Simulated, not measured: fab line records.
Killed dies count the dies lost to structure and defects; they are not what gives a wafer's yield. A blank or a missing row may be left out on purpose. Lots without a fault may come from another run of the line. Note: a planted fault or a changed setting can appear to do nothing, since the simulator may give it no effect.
Split-lot study + flow berkeleyCmos170 + route with 331 steps; 5 lots, 23 wafers read

== THE SPLIT ==
At UCB170_ACTIVE_EXPOSE_10 (exposes mask ACTIVE, target cd 1200 nm), the setting doseMj was moved away from the recipe's 20 on 7 of the 23 wafers read, by -2.6% to +7.3%. For the rest of the wafers, this setting stayed at what the recipe calls for.

== FROM THE SPLIT TO THE READING: what the file shows between them, 5 steps ==
- UCB170_ACTIVE_PEB_11
- UCB170_ACTIVE_DEVELOP_12: develop time 45 s
- UCB170_ACTIVE_CD_MEAS_13: target cd 1200 nm
- UCB170_ACTIVE_ETCH_15: etches Si3N4 in CH3F/Ar/O2, stops on SiO2, target depth 242 nm, time 151 s
- UCB170_ACTIVE_STRIP_16: strips in O2

== THE READING ==
cdNm, in nm, at UCB170_ACTIVE_CD_MEAS_90 (target cd 1200 nm). A value of 1200.1 nm with a standard deviation of 1.5 nm is what fault-free wafers of this fab line usually give.

| wafer  | tool, chamber at the split | doseMj as run | against the recipe | cdNm, nm | against lot-mates on the recipe |
|--------|----------------------------|---------------|--------------------|----------|---------------------------------|
| L074.1 | krfScanner-01, 0           | 20            | recipe             | 1201.0   | -                               |
| L074.2 | krfScanner-01, 0           | 20            | recipe             | 1201.9   | -                               |
| L074.3 | krfScanner-01, 0           | 19.49         | -2.6%              | 1207.4   | +5.4                            |
| L074.4 | krfScanner-01, 0           | 19.49         | -2.6%              | 1208.0   | +6.0                            |
| L074.6 | krfScanner-01, 0           | 20            | recipe             | 1203.2   | -                               |
| L075.1 | krfScanner-01, 0           | 20            | recipe             | 1199.9   | -                               |
| L075.3 | krfScanner-01, 0           | 20            | recipe             | 1200.5   | -                               |
| L075.4 | krfScanner-01, 0           | 20            | recipe             | 1201.4   | -                               |
| L075.5 | krfScanner-01, 0           | 20            | recipe             | 1200.5   | -                               |
| L075.6 | krfScanner-01, 0           | 20            | recipe             | 1200.2   | -                               |
| L077.1 | krfScanner-02, 0           | 20            | recipe             | 1201.8   | -                               |
| L077.2 | krfScanner-02, 0           | 21.05         | +5.2%              | 1192.9   | -8.9                            |
| L077.3 | krfScanner-02, 0           | 20            | recipe             | 1202.3   | -                               |
| L077.4 | krfScanner-02, 0           | 21.05         | +5.2%              | 1191.2   | -10.6                           |
| L077.6 | krfScanner-02, 0           | 20            | recipe             | 1201.4   | -                               |
| L079.2 | krfScanner-01, 0           | 21.46         | +7.3%              | 1185.0   | -12.5                           |
| L079.3 | krfScanner-01, 0           | 20            | recipe             | 1198.2   | -                               |
| L079.4 | krfScanner-01, 0           | 20            | recipe             | 1196.8   | -                               |
| L079.5 | krfScanner-01, 0           | 21.46         | +7.3%              | 1186.7   | -10.8                           |
| L079.6 | krfScanner-01, 0           | 21.46         | +7.3%              | 1184.8   | -12.7                           |
| L081.3 | krfScanner-02, 0           | 20            | recipe             | 1200.0   | -                               |
| L081.4 | krfScanner-02, 0           | 20            | recipe             | 1200.7   | -                               |
| L081.6 | krfScanner-02, 0           | 20            | recipe             | 1200.7   | -                               |

FIT RESULTS
A straight line over all 23 wafers: cdNm changes by -2.05 nm for each +1% of doseMj; r = -0.97; the points scatter about the line by 1.6 nm.
The same after taking each lot's own level away (the mean of its wafers on the recipe; 23 wafers): -1.75 nm for each +1%; r = -0.99; scatter 0.82 nm.
According to that fit, moving doseMj by its largest amount changes the reading by 13 nm.
Across the lots, their own levels run from 1197.50 to 1202.03 nm, a range of 3.0 times the standard deviation given above.
In other words, the slope is changed by the lot-to-lot level; the two fits disagree.
Check: for one of the wafers moved furthest among these (+7.3%), held out of the fit, the line's prediction against its lot-mates is -12.6 nm. It came out at -12.5 nm against them.

== OTHER SPLITS ON THESE WAFERS ==
Before the reading, these wafers also passed through other splits. Each is held against what the fit with the lots' levels taken away leaves over:
| other split on the same wafers        | wafers away from the commonest value | r with cdNm (lot level and that fit taken away) |
|---------------------------------------|--------------------------------------|-------------------------------------------------|
| UCB170_NWELL_COAT_07 resistThkNm      | 7                                    | -0.01                                           |
| UCB170_NWELL_IMPLANT_14 energyKev     | 6                                    | +0.01                                           |
| UCB170_WELLDRIVE_OXIDATION_01 oxTimeS | 18                                   | -0.06                                           |

== THE WHOLE CHAIN: every reading that the file lists as answering this split, in the file's order ==
| step                     | what it does                                                               | reading                                                      | change (the file's fit)              | r (the file's) |
|--------------------------|----------------------------------------------------------------------------|--------------------------------------------------------------|--------------------------------------|----------------|
| UCB170_ACTIVE_CD_MEAS_13 | target cd 1200 nm                                                          | cdNm                                                         | -1.77 nm for each +1% of the setting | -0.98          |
| UCB170_ACTIVE_ETCH_15    | etches Si3N4 in CH3F/Ar/O2, stops on SiO2, target depth 242 nm, time 151 s | ACTIVE.cdNm (the simulator's own value, which no gauge read) | -1.77 nm for each +1% of the setting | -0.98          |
| UCB170_ACTIVE_CD_MEAS_90 | target cd 1200 nm                                                          | cdNm                                                         | -1.76 nm for each +1% of the setting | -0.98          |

== THE FILE'S OWN FIT ==
cdNm changes by -1.76 nm for each +1% of doseMj, r = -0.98.
